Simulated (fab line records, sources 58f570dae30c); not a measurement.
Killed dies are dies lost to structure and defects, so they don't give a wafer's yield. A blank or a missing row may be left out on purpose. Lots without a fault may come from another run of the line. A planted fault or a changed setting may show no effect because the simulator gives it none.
fab line records | flow berkeley_cmos170
record lots=14 wafers=42 last_day=12
route steps=331 shown WELLDRIVE@56 M2@273
lots that met no fault: from a run of the same line without faults
start_h: hours from the record's first day to the start of the lot's first wafer shown | wait_h: hours since the lot's step before | " the same as in the row above | L1.1+2: a row that stands for several wafers | - no value, or no start given | * or withheld: withheld | < > ~ a bound
route shown NAME@n: a module of which the file shows steps, and the number in the route of the first | usual: mean/standard deviation of fault-free wafers | same: alike in all rows | chamber/n: place in a boat | sites: the reading at each site | _std_site: their standard deviation | _edge_site: outer sites' mean less inner sites' | radius_mm: how far each site lies from the wafer's centre | mask NAME#n: copy n | behind: the tool/chamber that last shaped the wafer | hold: why the lot was held/for how many hours/how that ended | device: the transistor (n, p or np) that didn't switch | end of line: the same wafers' tests at the end of the route | a step without rows: its recipe alone | killed: dies lost to structure and defects at the first sort, not the wafer's yield | map: a wafer's dies, x killed, . not, _ none there
set.NAME: the setting as run; set.NAME@STEP: as run at that earlier step | model.NAME: the simulator's own value behind a step, which no gauge read
steps of the route over a sample of lots; a table a step, a row a wafer
services: from which hour (start_h, from the record's first day; less than 0 if before it) a tool's chamber was out of use, for how many hours, and why
## steps
# step UCB170_WELLDRIVE_OXIDATION_01
# recipe temp_c=1100 ambient=O2 target_thk_a=1990 ox_time_s=9000
# usual spike_tc_centre_C=1102.2/1.2 spike_tc_load_C=1130/3.1 spike_tc_source_C=1128.9/2.1 tube_center_temp_C=1100/0.092 tube_center_temp_C_max=1102.9/0.46
# columns lot.wafer tool chamber start_h wait_h spike_tc_centre_C spike_tc_load_C spike_tc_source_C tube_center_temp_C tube_center_temp_C_max
L635.3 furnace-01 0 70.28 6.4 1102.7 1132 1130.1 1100.1 1103.0
L635.4 " 0 " " 1102.0 1133 1132.4 1099.8 1102.9
L635.5 " 0 " " 1103.1 1132 1128.9 1099.8 1102.5
L636.1 furnace-04 0 83.84 4.2 1102.9 1126 1125.9 1099.9 1102.6
L636.4 " 0 " " 1102.5 1128 1125.6 1100 1102.7
L636.5 " 0 " " 1101.0 1127 1126.7 1100.2 1102.7
L637.1 furnace-04 0 83.84 3.4 1103.5 1127 1126.6 1100.1 1103.8
L637.3 " 0 " " 1102.8 1126 1126.9 1100.2 1103.6
L637.4 " 0 " " 1105.0 1127 1128.0 1100 1102.7
L638.1 furnace-04 0 83.84 3.4 1102.1 1127 1125.7 1100 1103.0
L638.3 " 0 " " 1103.0 1127 1127.1 1099.8 1102.6
L638.4 " 0 " " 1103.4 1127 1127.0 1100.1 1104.3
L639.3 furnace-01 0 94.07 4.3 1101.2 1134 1130.0 1100.1 1103.7
L639.4 " 0 " " 1100.5 1129 1129.7 1099.9 1102.5
L639.5 " 0 " " 1102.0 1133 1131.0 1100 1102.8
L640.3 furnace-01 0 94.07 1.7 1102.0 1132 1130.7 1100 1102.6
L640.5 " 0 " " 1101.9 1132 1130.8 1100 1102.4
L640.6 " 0 " " 1102.0 1134 1129.1 1100 1103.0
L641.1 furnace-02 0 100.39 4.0 1103.1 1127 1126.6 1100.1 1103.2
L641.2 " 0 " " 1102.6 1127 1127.9 1100 1102.4
L641.5 " 0 " " 1103.3 1127 1128.4 1100.1 1102.5
L642.3 furnace-02 0 100.39 4.0 1101.9 1128 1126.7 1100.1 1102.7
L642.4 " 0 " " 1102.4 1126 1128.7 1100.1 1103.5
L642.6 " 0 " " 1102.5 1126 1126.9 1100 1102.6
L643.2 furnace-02 0 109.32 5.8 1100.9 1126 1127.4 1100.2 1103.2
L643.3 " 0 " " 1103.3 1126 1127.1 1099.9 1102.9
L643.6 " 0 " " 1100.5 1127 1127.0 1099.9 1102.5
L645.1 furnace-01 0 116.10 3.5 1101.5 1133 1131.2 1100.1 1102.6
L645.5 " 0 " " 1101.5 1133 1130.9 1100.1 1103.1
L645.6 " 0 " " 1102.2 1133 1131.6 1100 1103.4
L646.4 furnace-01 0 123.93 4.8 1120.8 1154 1152.0 1120.1 1123.1
L646.5 " 0 " " 1122.2 1153 1152.2 1120 1122.5
L646.6 " 0 " " 1119.6 1152 1150.7 1120 1122.4
L647.1 furnace-01 0 123.93 5.0 1122.1 1153 1151.4 1119.7 1122.2
L647.2 " 0 " " 1121.7 1153 1150.7 1120.1 1123.3
L647.6 " 0 " " 1121.3 1153 1151.5 1119.9 1122.8
L649.2 furnace-04 0 135.81 3.8 1102.9 1127 1126.5 1100 1101.9
L649.4 " 0 " " 1102.0 1125 1125.4 1099.9 1102.4
L649.5 " 0 " " 1104.0 1130 1126.5 1099.9 1102.3
L652.2 furnace-02 0 155.20 5.5 1100.4 1129 1127.4 1099.9 1102.7
L652.3 " 0 " " 1102.8 1124 1128.0 1099.8 1102.7
L652.6 " 0 " " 1103.0 1127 1128.0 1100.1 1102.7
# step UCB170_WELLDRIVE_THK_MEAS_02
# recipe reads=SiO2_of_WELLDRIVE_OXIDATION_01
# usual WELLDRIVE_OXIDE_THK=198/3.5
# columns lot.wafer tool chamber start_h wait_h WELLDRIVE_OXIDE_THK[nm]
L635.3 film_metro-02 - 73.80 0.0 197
L635.4 " - " " 197
L635.5 " - " " 197
L636.1 film_metro-01 - 87.34 0.0 202
L636.4 " - " " 205
L636.5 " - " " 203
L637.1 film_metro-03 - 87.34 0.0 197
L637.3 " - " " 197
L637.4 " - " " 198
L638.1 film_metro-02 - 87.34 0.0 195
L638.3 " - " " 195
L638.4 " - " " 199
L639.3 film_metro-03 - 97.59 0.0 199
L639.4 " - " " 198
L639.5 " - " " 195
L640.3 film_metro-01 - 97.59 0.0 200
L640.5 " - " " 199
L640.6 " - " " 197
L641.1 film_metro-02 - 103.89 0.0 198
L641.2 " - " " 196
L641.5 " - " " 195
L642.3 film_metro-01 - 103.91 0.0 193
L642.4 " - " " 192
L642.6 " - " " 194
L643.2 film_metro-02 - 112.83 0.0 195
L643.3 " - " " 195
L643.6 " - " " 194
L645.1 film_metro-01 - 119.60 0.0 197
L645.5 " - " " 198
L645.6 " - " " 199
L647.1 film_metro-01 - 127.43 0.0 228
L647.2 " - " " 223
L647.6 " - " " 226
L646.4 film_metro-03 - 127.46 0.0 226
L646.5 " - " " 223
L646.6 " - " " 225
L649.2 film_metro-01 - 139.32 0.0 197
L649.4 " - " " 198
L649.5 " - " " 200
L652.2 film_metro-01 - 158.71 0.0 192
L652.3 " - " " 193
L652.6 " - " " 193
# step UCB170_M2_RS_MEAS_02
# recipe thk_meas_gauge=four-point-probe reads=Al_of_M2_SPUTTER_01
# usual M2_AL_RS=0.0313/0.00028
# columns lot.wafer tool chamber start_h wait_h M2_AL_RS[ohm/sq]
L635.3 film_metro-02 - 179.15 0.1 0.03127
L635.4 " - " " 0.03105
L635.5 " - " " 0.03118
L638.1 film_metro-02 - 201.20 0.0 0.03135
L638.3 " - " " 0.0312
L638.4 " - " " 0.03131
L636.1 film_metro-02 - 203.23 0.0 0.03104
L636.4 " - " " 0.03097
L636.5 " - " " 0.03096
L637.1 film_metro-04 - 204.43 0.0 0.03121
L637.3 " - " " 0.03113
L637.4 " - " " 0.03141
L639.3 film_metro-04 - 215.42 0.1 0.03144
L639.4 " - " " 0.03126
L639.5 " - " " 0.03151
L641.1 film_metro-04 - 216.05 0.0 0.03139
L641.2 " - " " 0.03147
L641.5 " - " " 0.03154
L640.3 film_metro-02 - 216.21 0.1 0.03101
L640.5 " - " " 0.03117
L640.6 " - " " 0.03139
L642.3 film_metro-01 - 216.33 0.1 0.03186
L642.4 " - " " 0.03143
L642.6 " - " " 0.03166
L643.2 film_metro-01 - 234.80 0.1 0.03134
L643.3 " - " " 0.0314
L643.6 " - " " 0.0314
L646.4 film_metro-01 - 237.77 0.1 0.03095
L646.5 " - " " 0.0308
L646.6 " - " " 0.03096
L645.1 film_metro-04 - 239.19 0.0 0.03138
L645.5 " - " " 0.03123
L645.6 " - " " 0.03133
L647.1 film_metro-02 - 239.92 0.0 0.03155
L647.2 " - " " 0.03136
L647.6 " - " " 0.03132
L649.2 film_metro-01 - 262.81 0.1 0.03104
L649.4 " - " " 0.03106
L649.5 " - " " 0.03098
L652.2 film_metro-02 - 283.65 0.1 0.03182
L652.3 " - " " 0.03152
L652.6 " - " " 0.03157
# step UCB170_M2_THK_MEAS_03
# recipe thk_meas_gauge=xrf reads=Al_of_M2_SPUTTER_01
# usual M2_AL_THK=918/10
# columns lot.wafer tool chamber start_h wait_h M2_AL_THK[nm]
L635.3 film_metro-02 - 179.25 0.1 920
L635.4 " - " " 924
L635.5 " - " " 926
L638.1 film_metro-02 - 201.32 0.1 918
L638.3 " - " " 916
L638.4 " - " " 917
L636.1 film_metro-02 - 203.35 0.1 927
L636.4 " - " " 929
L636.5 " - " " 927
L637.1 film_metro-04 - 204.55 0.1 924
L637.3 " - " " 932
L637.4 " - " " 919
L639.3 film_metro-04 - 215.52 0.1 920
L639.4 " - " " 929
L639.5 " - " " 921
L641.1 film_metro-04 - 216.17 0.1 923
L641.2 " - " " 927
L641.5 " - " " 926
L640.3 film_metro-02 - 216.31 0.1 924
L640.5 " - " " 916
L640.6 " - " " 914
L642.3 film_metro-01 - 216.43 0.1 901
L642.4 " - " " 907
L642.6 " - " " 905
L643.2 film_metro-01 - 234.91 0.1 914
L643.3 " - " " 916
L643.6 " - " " 913
L646.4 film_metro-01 - 237.86 0.1 927
L646.5 " - " " 934
L646.6 " - " " 930
L645.1 film_metro-04 - 239.31 0.1 923
L645.5 " - " " 931
L645.6 " - " " 921
L647.1 film_metro-02 - 240.04 0.1 913
L647.2 " - " " 921
L647.6 " - " " 919
L649.2 film_metro-01 - 262.92 0.1 926
L649.4 " - " " 924
L649.5 " - " " 928
L652.2 film_metro-02 - 283.76 0.1 890
L652.3 " - " " 902
L652.6 " - " " 904
# step UCB170_M2_METAL_ETCH_18
# recipe chemistry=Cl2/BCl3 target=Al stop_on=SiO2 pressure_mtorr=12 target_depth_a=11700 over_etch_frac=0.3 time_s=195 icp_w=600 bias_w=120 Cl2_flow_sccm=90 bcl3_flow_sccm=45
# usual bias_w=120.0/0.36 drypump_motor_current_A=5.5/0.36 oes_product_au=0.871/0.012 throttle_valve_pct=24.26/0.13
# same over_etch_frac=0.3
# columns lot.wafer tool chamber start_h wait_h bias_w drypump_motor_current_A oes_product_au rf_hours_counter_h throttle_valve_pct
L635.3 rie_metal-01 1 181.75 - 120.2 5.1 0.875 - 24.38
L635.4 " 0 " " 120.2 5.0 0.859 - 24.39
L635.5 " 0 " " 119.9 4.9 0.852 - 24.39
L638.1 rie_metal-04 0 203.28 - 120.0 5.3 0.891 3.9 24.15
L638.3 " 1 " " 119.9 5.8 0.876 - 24.04
L638.4 " 0 " " 119.8 5.3 0.882 - 24.17
L636.1 rie_metal-03 1 205.17 - 120.2 5.8 0.867 5.0 24.36
L636.4 " 0 " " 119.8 5.8 0.879 - 24.19
L636.5 " 1 " " 120.8 5.9 0.866 - 24.38
L637.1 rie_metal-01 0 206.90 - 120.0 5.0 0.856 10.9 24.38
L637.3 " 1 " " 120.3 5.1 0.875 - 24.39
L637.4 " 0 " " 119.7 5.0 0.853 - 24.38
L639.3 rie_metal-03 0 217.53 - 120.5 5.8 0.873 - 24.22
L639.4 " 1 " " 120.2 5.9 0.861 - 24.38
L639.5 " 0 " " 119.3 5.8 0.870 - 24.22
L642.3 rie_metal-04 1 221.44 - 120.0 5.8 0.870 - 24.05
L642.4 " 0 " " 119.8 5.3 0.883 - 24.16
L642.6 " 0 " " 119.9 5.3 0.877 - 24.16
L640.3 rie_metal-01 1 221.68 - 119.3 5.1 0.875 - 24.37
L640.5 " 1 " " 120.1 5.1 0.866 - 24.38
L640.6 " 0 " " 119.8 5.0 0.851 - 24.38
L641.1 rie_metal-03 0 221.74 - 119.8 5.8 0.867 10.0 24.21
L641.2 " 1 " " 119.7 5.9 0.863 5.6 24.38
L641.5 " 0 " " 120.3 5.8 0.870 - 24.21
L643.2 rie_metal-04 0 239.04 - 120.0 5.3 0.877 4.9 24.16
L643.3 " 1 " " 119.6 5.8 0.879 - 24.05
L643.6 " 0 " " 119.5 5.3 0.884 - 24.16
L646.4 rie_metal-03 0 240.34 - 119.8 5.7 0.879 - 24.21
L646.5 " 1 " " 120.1 5.9 0.873 - 24.37
L646.6 " 0 " " 119.7 5.7 0.870 - 24.22
L645.1 rie_metal-04 1 241.26 - 120.2 5.8 0.875 7.6 24.03
L645.5 " 0 " " 120.3 5.3 0.890 - 24.16
L645.6 " 1 " " 120.3 5.8 0.877 - 24.04
L647.1 rie_metal-03 1 242.19 - 120.0 5.8 0.855 6.3 24.38
L647.2 " 0 " " 120.2 5.8 0.880 10.7 24.22
L647.6 " 1 " " 120.0 5.8 0.854 - 24.38
L649.2 rie_metal-01 1 265.83 - 120.2 5.1 0.878 10.8 24.38
L649.4 " 1 " " 119.8 5.1 0.875 - 24.38
L649.5 " 0 " " 120.1 5.0 0.859 - 24.37
L652.2 rie_metal-04 1 286.32 - 120.3 5.8 0.874 8.8 24.05
L652.3 " 1 " " 119.7 5.8 0.880 - 24.05
L652.6 " 0 " " 119.2 5.3 0.878 - 24.16
## services
# columns tool chamber start_h hours kind
rie_metal-04 0 46.39 - clean
rie_metal-04 0 46.39 19.0 scheduled_down
rie_metal-04 0 46.39 19.0 vent_cycle
furnace-02 - 48.39 2.7 pm
furnace-04 - 65.14 3.8 pm
furnace-01 - 111.83 2.6 pm
rie_metal-03 - 158.99 0.7 repair
furnace-01 - 190.34 12.8 repair
furnace-04 - 274.77 3.8 pm
furnace-01 - 279.28 3.7 pm
## key
first_sign step=UCB170_WELLDRIVE_OXIDATION_01 reading=tube_center_temp_C direction=up sigmas=99+ usual=* struck=*
effect step=UCB170_WELLDRIVE_OXIDATION_01 reading=tube_center_temp_C_max direction=up sigmas=43 usual=* struck=*
effect step=UCB170_WELLDRIVE_THK_MEAS_02 reading=WELLDRIVE_OXIDE_THK direction=up sigmas=7.5 usual=198 struck=225
met_at UCB170_WELLDRIVE_OXIDATION_01
struck_lots L646,L647
tester_left_out L646,L647
not_acting_at UCB170_M2_RS_MEAS_02,UCB170_M2_THK_MEAS_03,UCB170_M2_METAL_ETCH_18
onset_between 116.10 123.93
fault kind=process_parameter_drift tool=furnace-01 chamber=- onset_h=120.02 steps=UCB170_WELLDRIVE_OXIDATION_01 channel=temp_c offset=* shape=step end_h=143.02 acts_in=* stated=*
# tester_left_out: of these lots the tester's yield and bins aren't shown, on N5 and GAA mostly nor the transistor test; their killed dies are dies lost to structure and defects alone, not to doping, threshold or leakage, so they don't give the yield
